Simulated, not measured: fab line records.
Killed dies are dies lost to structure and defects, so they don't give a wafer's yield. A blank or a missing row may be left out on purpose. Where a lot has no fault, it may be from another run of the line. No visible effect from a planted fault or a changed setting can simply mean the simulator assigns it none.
A struck lot beside a sound one ; flow rit cmos ; 18 out of 202 route steps
Sound: wafers L856.1, L856.2, L856.3. Wafers struck: L861.2, L861.4, L861.5. The cause is given at the end.
At each step with rows: each side's tool, then ch and its chambers, then its first start. Under that, the readings that differ: sound wafers ; struck wafers ; difference of the means ; sigmas: that difference in standard deviations of wafers without a fault.
alike: words and numbers the same on both sides, and readings whose means are apart by under 2 such deviations; not compared: readings that were withheld, readings missing a value for some wafer, numbers with overlapping values and no deviation given by the record, and bounds like >300 which may hide the same value.
The two part at a step that has a row with sigmas, a row that says differs or no value, or rows on one side only. Numbers that have no deviation but don't overlap get no sigmas and don't part them. A reading that every wafer of one side lacks parts them only if that side has two wafers or more.

first, 2 steps without rows for these wafers: RIT_NWELL_HARDBAKE_07 (time 120 s); RIT_NWELL_IMPLANT_08.
RIT_NWELL_STRIP_09: strips in O2, time 180 s.
  sound on plasma asher-04 ch 0,1, day 4 20:32; struck on plasma asher-04 ch 1, day 5 20:59
  alike: chamber pressure mTorr, drypump motor current A
  not compared: rf hours counter h
RIT_NWELL_TW_MEAS_10:
  sound on film metro-02, day 4 20:43; struck on film metro-01, day 5 21:10
  alike: NWELL_TW
then, 6 steps without rows for these wafers: RIT_PWELL_HMDS_00 (prime time 60 s); RIT_PWELL_COAT_01 (resist thk 1300 nm); RIT_PWELL_SOFTBAKE_02 (time 60 s); RIT_PWELL_EXPOSE_03 (exposes mask M3, target cd 43700 nm); RIT_PWELL_PEB_04; RIT_PWELL_DEVELOP_05 (develop time 68 s).
RIT_PWELL_OVL_MEAS_06:
  sound on overlay-01, day 4 21:40; struck on overlay-02, day 5 22:06
  alike: PWELL_OVL
then, 1 step without rows for these wafers: RIT_PWELL_HARDBAKE_07 (time 120 s).
RIT_PWELL_IMPLANT_08:
  sound on implanter-03 ch 0, day 4 21:59; struck on implanter-04 ch 0, day 5 22:24
reading;sound;struck;difference;sigmas
dose ions cm2;7.007e+13 7e+13 6.998e+13;8.121e+13 8.117e+13 8.114e+13;+1.116e+13;+99 or more
faraday current uA;227 221 216;255 250 268;+36;+9
RIT_PWELL_STRIP_09: strips in O2, time 180 s.
  sound on plasma asher-01 ch 0,1, day 4 22:08; struck on plasma asher-03 ch 0,1, day 5 22:32
  alike: chamber pressure mTorr, drypump motor current A
  not compared: rf hours counter h
RIT_PWELL_TW_MEAS_10:
  sound on film metro-02, day 4 22:19; struck on film metro-01, day 5 23:01
reading;sound;struck;difference;sigmas
PWELL_TW;944 947 950;995 998 995;+49;+10
  not compared: hold
RIT_WELLDRIVE_RS_MEAS_01: measurement is done with a four-point probe.
  sound on film metro-02, day 5 04:08; struck on film metro-04, day 6 10:02
  alike: NWELL_RS
RIT_WELLDRIVE_RS_MEAS_02: measurement is done with a four-point probe.
  sound on film metro-02, day 5 04:16; struck on film metro-04, day 6 10:35
reading;sound;struck;difference;sigmas
PWELL_RS (ohm/sq);428.9 427.2 429.2;391.6 392.4 392.6;-36.2;-33
  not compared: hold
RIT_M1_PROBE_99:
  the record has rows for the struck wafers here (prober-01, day 7 23:10) and none for the sound ones

WHERE THEY PART
First at RIT_PWELL_IMPLANT_08; last, within this record, at RIT_M1_PROBE_99.

WHY: what the simulator had put in
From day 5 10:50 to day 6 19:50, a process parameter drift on implanter-04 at RIT_PWELL_IMPLANT_08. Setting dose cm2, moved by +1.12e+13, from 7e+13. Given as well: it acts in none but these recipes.
